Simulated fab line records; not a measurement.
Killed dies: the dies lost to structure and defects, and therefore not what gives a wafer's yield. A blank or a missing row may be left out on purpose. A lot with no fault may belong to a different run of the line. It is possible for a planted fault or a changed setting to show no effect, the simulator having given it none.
Struck lot and sound lot, side by side -- flow berkeley cmos170 -- 15 out of 331 route steps
Sound: the wafers L963.1, L963.3, L963.4. Struck: wafers L976.1, L976.4, L976.5. The cause comes at the end.
For every step that has rows: the tool of each side, followed by ch and its chambers, followed by its first start. Under that, the readings that differ: sound wafers -- struck wafers -- difference of the means -- sigmas: that difference in standard deviations of wafers without a fault.
alike: a reading whose means differ by less than 2 such deviations, as well as words and numbers matching on both sides. not compared: withheld readings; readings where some wafer has no value; bounds like >300 that might hide an equal value; numbers whose values overlap and for which the record gives no deviation.
A row with sigmas, a row that says differs or no value, or rows on one side alone: a step with any of these is where the two part. Non-overlapping numbers with no deviation appear without sigmas and do not part them. A reading that every wafer of one side lacks parts them only if that side has two wafers or more.

UCB170_PFIELD_OVL_MEAS_06:
  sound on overlay-02 at day 5 04:40; struck on overlay-02 at day 8 10:44
  alike: PFIELD_OVL
following that, these wafers have no rows for 1 step: UCB170_PFIELD_IMPLANT_07.
UCB170_PFIELD_STRIP_08: strips in O2.
  sound on plasma asher-02 ch 0,1, day 5 04:50; struck on plasma asher-01 ch 0,1, day 8 10:55
  alike: drypump motor current A, oes product au, strip time to endpoint s
  not compared: rf hours counter h
UCB170_PFIELD_TW_MEAS_09:
  sound on film metro-02 at day 5 04:56; struck on film metro-02 at day 8 11:01
  alike: PFIELD_TW
then, 2 steps without rows for these wafers: UCB170_FIELD_CLEAN_00 (cleans in dHF, time 7.5 s); UCB170_FIELD_OXIDATION_01 (target thk 558.3 nm, ox time 7200 s).
UCB170_FIELD_THK_MEAS_02:
  sound on film metro-03 at day 5 13:09; struck on film metro-02 at day 8 21:22
  alike: FIELD_OXIDE_THK
then, 4 steps without rows for these wafers: UCB170_FIELD_ANNEAL_03 (time 1200 s); UCB170_FIELD_WET_ETCH_04 (etches SiO2 in dHF, time 60 s); UCB170_FIELD_WET_ETCH_05 (etches Si3N4 in H3PO4, time 12600 s); UCB170_FIELD_WET_ETCH_06 (etches SiO2 in BOE, time 22 s).
UCB170_FIELD_THK_MEAS_90:
  sound on film metro-03 at day 6 00:17; struck on film metro-02 at day 9 08:13
  alike: FIELD_OXIDE_LEFT_1_THK
UCB170_SACOX_CLEAN_00: cleans in dHF, time 7.5 s.
  sound on wet bench-01 ch 3, day 6 00:20; struck on wet bench-01 ch 2, day 9 08:17
reading,sound,struck,difference,sigmas
time s (s),7.5 7.5 7.5,- - -,no value on the struck wafers,
then, 1 step without rows for these wafers: UCB170_SACOX_OXIDATION_01 (target thk 14.4 nm, ox time 2400 s).
UCB170_M3_PROBE_99:
  sound wafers here have rows in the record (prober-02, day 9 08:55); struck ones have none

## WHERE THEY PART
At UCB170_SACOX_CLEAN_00 first; at UCB170_M3_PROBE_99 last (within this record only).

WHY: what had been put in by the simulator
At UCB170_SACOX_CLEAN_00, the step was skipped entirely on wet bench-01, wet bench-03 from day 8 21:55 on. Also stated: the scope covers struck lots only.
